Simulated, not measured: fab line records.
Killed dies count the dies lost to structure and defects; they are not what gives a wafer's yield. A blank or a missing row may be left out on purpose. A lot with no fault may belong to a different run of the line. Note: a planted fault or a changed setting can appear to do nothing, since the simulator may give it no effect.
Comparing a struck lot with a sound one | flow rit_cmos | 18 out of 202 route steps
Sound: wafers L346.1, L346.2, L346.4. Wafers L357.2, L357.3, L357.5 were the ones struck. The cause is named last.
At each step with rows: each side's tool, then ch and its chambers, then its first start. Under that, the readings that differ: sound wafers | struck wafers | difference of the means | sigmas: that difference in standard deviations of wafers without a fault.
alike: words and numbers the same on both sides, and readings whose means are apart by under 2 such deviations; not compared: readings that were withheld, readings missing a value for some wafer, numbers with overlapping values and no deviation given by the record, and bounds like >300 which may hide the same value.
Wherever a step has rows on one side only, a row that says differs or no value, or a row with sigmas, the two part there. Numbers that have no deviation but don't overlap get no sigmas and don't part them. A reading that every wafer of one side lacks parts them only if that side has two wafers or more.

first, 4 steps without rows for these wafers: RIT_NRETRO_SOFTBAKE_02 (time 60 s); RIT_NRETRO_EXPOSE_03 (exposes mask M4, target cd 43900 nm); RIT_NRETRO_PEB_04; RIT_NRETRO_DEVELOP_05 (develop time 67.08 s).
RIT_NRETRO_OVL_MEAS_06:
  sound: overlay-02 at day 2 16:50; struck: overlay-02 at day 4 22:08
  alike: NRETRO_OVL
then, 2 steps without rows for these wafers: RIT_NRETRO_HARDBAKE_07 (time 120 s); RIT_NRETRO_IMPLANT_08.
RIT_NRETRO_STRIP_09: strips in O2, time 180 s.
  sound on plasma_asher-01 ch 0,1, day 2 17:16; struck on plasma_asher-03 ch 0,1, day 4 22:34
  alike: drypump_motor_current_A
  not compared: rf_hours_counter_h
RIT_NRETRO_TW_MEAS_10:
  sound: film_metro-01 at day 2 17:27; struck: film_metro-04 at day 4 22:46
  alike: NRETRO_TW
then, 3 steps without rows for these wafers: RIT_PRETRO_HMDS_00 (prime time 60 s); RIT_PRETRO_COAT_01 (resist thk 1300 nm); RIT_PRETRO_SOFTBAKE_02 (time 60 s).
RIT_PRETRO_EXPOSE_03: exposes mask M5, target cd 43700 nm.
  sound on iline_stepper-01 ch 0, day 2 19:50; struck on iline_stepper-01 ch 0, day 4 23:17
  reading                        | sound                   | struck            | difference | sigmas
  model.PRETRO.overlay_x_nm (nm) | -0.2719 -0.2719 -0.2719 | 239.2 239.2 239.2 | +239.5     |
  alike: mask
then, 2 steps without rows for these wafers: RIT_PRETRO_PEB_04; RIT_PRETRO_DEVELOP_05 (develop time 68 s).
RIT_PRETRO_OVL_MEAS_06:
  sound: overlay-02 at day 2 20:20; struck: overlay-02 at day 4 23:42
  reading         | sound       | struck            | difference | sigmas
  PRETRO_OVL (nm) | 0.4 1.0 1.8 | 239.4 239.2 239.8 | +238.4     | +99 or more
then, 1 step without rows for these wafers: RIT_PRETRO_HARDBAKE_07 (time 120 s).
RIT_M1_PROBE_99:
  sound: prober-02 at day 4 01:35; struck: prober-01 at day 6 02:55
  reading                                    | sound               | struck               | difference | sigmas
  model.etest.retro_edge_nmos.off_log10_a_um | -10.2 -9.8 -10.09   | -7.981 -7.723 -8.218 | +2.056     |
  model.etest.retro_edge_pmos.off_log10_a_um | -10.37 -10.48 -10.7 | -8.434 -8.2 -8.283   | +2.211     |
  alike: killed_at_front_end, killed_dies, killed_open, killed_short
  not compared: model.etest.well_edge_left.line_ohm_um

== WHERE THEY PART ==
At RIT_PRETRO_OVL_MEAS_06 and nowhere else, as far as this record goes. Later steps at which nothing parts them and some readings are alike: RIT_M1_PROBE_99.

WHY: whatever the simulator had introduced
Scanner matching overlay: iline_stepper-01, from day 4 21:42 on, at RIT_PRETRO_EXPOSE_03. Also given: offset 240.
